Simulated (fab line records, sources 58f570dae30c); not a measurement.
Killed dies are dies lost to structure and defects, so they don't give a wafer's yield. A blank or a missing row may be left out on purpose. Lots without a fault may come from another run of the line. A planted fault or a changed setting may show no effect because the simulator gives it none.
Split-lot experiment | flow berkeley_cmos170 | 5 lots, 27 wafers read, on a route of 331 steps

THE SPLIT
At UCB170_M2_SPUTTER_01 (material Al, target thk 900 nm, time 120 s), the setting time_s was moved away from the recipe's 120 s on 12 of the 27 wafers read, by -48.7% to +38.3%. The other wafers ran this setting at the recipe's value.

FROM THE SPLIT TO THE READING: what the file shows between them, 5 steps
- UCB170_M2_RS_MEAS_02: measures by four-point-probe
- UCB170_M2_THK_MEAS_03: measures by xrf
- UCB170_M2_HMDS_04: prime time 60 s
- UCB170_M2_COAT_05: resist thk 900 nm
- UCB170_M2_ETCH_17: etches BARC in N2/H2

THE READING
oes_product_au, in a.u., at UCB170_M2_METAL_ETCH_18 (etches Al in Cl2/BCl3, stops on SiO2, target depth 1170 nm, time 195 s). Fault-free wafers of this fab line usually give 0.844 a.u., standard deviation 0.015 a.u..

wafer  | tool, chamber at the split | time_s as run, s | against the recipe | oes_product_au, a.u. | against lot-mates on the recipe
L075.1 | pvd_sputter-02, -          | 166              | +38.3%             | 0.971                | +0.141
L075.2 | pvd_sputter-02, -          | 166              | +38.3%             | 0.969                | +0.139
L075.3 | pvd_sputter-02, -          | 120              | recipe             | 0.839                | -
L075.4 | pvd_sputter-02, -          | 166              | +38.3%             | 0.977                | +0.147
L075.5 | pvd_sputter-02, -          | 120              | recipe             | 0.822                | -
L075.6 | pvd_sputter-02, -          | 120              | recipe             | 0.830                | -
L077.1 | pvd_sputter-03, -          | 120              | recipe             | 0.829                | -
L077.2 | pvd_sputter-03, -          | 120              | recipe             | 0.823                | -
L077.3 | pvd_sputter-03, -          | 62.48            | -47.9%             | 0.606                | -0.220
L077.4 | pvd_sputter-03, -          | 62.48            | -47.9%             | 0.606                | -0.220
L077.5 | pvd_sputter-03, -          | 62.48            | -47.9%             | 0.605                | -0.221
L077.6 | pvd_sputter-03, -          | 120              | recipe             | 0.825                | -
L079.1 | pvd_sputter-01, -          | 120              | recipe             | 0.837                | -
L079.2 | pvd_sputter-01, -          | 61.6             | -48.7%             | 0.598                | -0.233
L079.3 | pvd_sputter-01, -          | 120              | recipe             | 0.825                | -
L079.4 | pvd_sputter-01, -          | 120              | recipe             | 0.832                | -
L079.5 | pvd_sputter-01, -          | 61.6             | -48.7%             | 0.604                | -0.227
L079.6 | pvd_sputter-01, -          | 61.6             | -48.7%             | 0.598                | -0.233
L081.1 | pvd_sputter-02, -          | 120              | recipe             | 0.860                | -
L081.2 | pvd_sputter-02, -          | 158.7            | +32.2%             | 0.977                | +0.122
L081.3 | pvd_sputter-02, -          | 120              | recipe             | 0.856                | -
L081.4 | pvd_sputter-02, -          | 120              | recipe             | 0.850                | -
L081.5 | pvd_sputter-02, -          | 158.7            | +32.2%             | 0.983                | +0.128
L081.6 | pvd_sputter-02, -          | 158.7            | +32.2%             | 0.992                | +0.137
L085.1 | pvd_sputter-03, -          | 120              | recipe             | 0.842                | -
L085.3 | pvd_sputter-03, -          | 120              | recipe             | 0.858                | -
L085.4 | pvd_sputter-03, -          | 120              | recipe             | 0.843                | -

THE FIT
A straight line over all 27 wafers: oes_product_au changes by +0.00451 a.u. for each +1% of time_s; r = +0.99; the points scatter about the line by 0.017 a.u..
The same after taking each lot's own level away (the mean of its wafers on the recipe; 27 wafers): +0.00435 a.u. for each +1%; r = +1.00; scatter 0.011 a.u..
On that fit, the largest move of time_s shifts the reading by 0.21 a.u..
The lots' own levels span 0.8257 to 0.8553 a.u., that is 2.0 times the standard deviation above.
So the lot-to-lot level changes the slope little: the two slopes agree.
Check: with one of the wafers moved furthest among these (-48.7%) left out of the fit, the line predicts -0.217 a.u. for it against its lot-mates. It came out at -0.233 a.u. against them.

OTHER SPLITS ON THESE WAFERS
These wafers also went through other splits before the reading. Each is held against what the fit with the lots' levels taken away leaves over:
other split on the same wafers      | wafers away from the commonest value | r with oes_product_au (lot level and that fit taken away)
UCB170_FIELD_OXIDATION_01 ox_time_s | 21                                   | +0.17
UCB170_SPACER_CVD_00 time_s         | 12                                   | -0.10
UCB170_SILICIDE_SPUTTER_01 time_s   | 9                                    | +0.00

THE WHOLE CHAIN: every reading that the file lists as answering this split, in the file's order
step                    | what it does                                                           | reading                                                                     | change (the file's fit)                   | r (the file's)
UCB170_M2_SPUTTER_01    | material Al, target thk 900 nm, time 120 s                             | Al_of_M2_SPUTTER_01.thk_nm (the simulator's own value, which no gauge read) | +8.96 nm for each +1% of the setting      | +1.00
UCB170_M2_RS_MEAS_02    | measures by four-point-probe                                           | M2_AL_RS                                                                    | -0.000509 for each +1% of the setting     | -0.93
UCB170_M2_THK_MEAS_03   | measures by xrf                                                        | M2_AL_THK                                                                   | +9.13 for each +1% of the setting         | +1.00
UCB170_M2_METAL_ETCH_18 | etches Al in Cl2/BCl3, stops on SiO2, target depth 1170 nm, time 195 s | oes_product_au                                                              | +0.00438 a.u. for each +1% of the setting | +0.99

THE FILE'S OWN FIT
oes_product_au changes by +0.00438 a.u. for each +1% of time_s, r = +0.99.
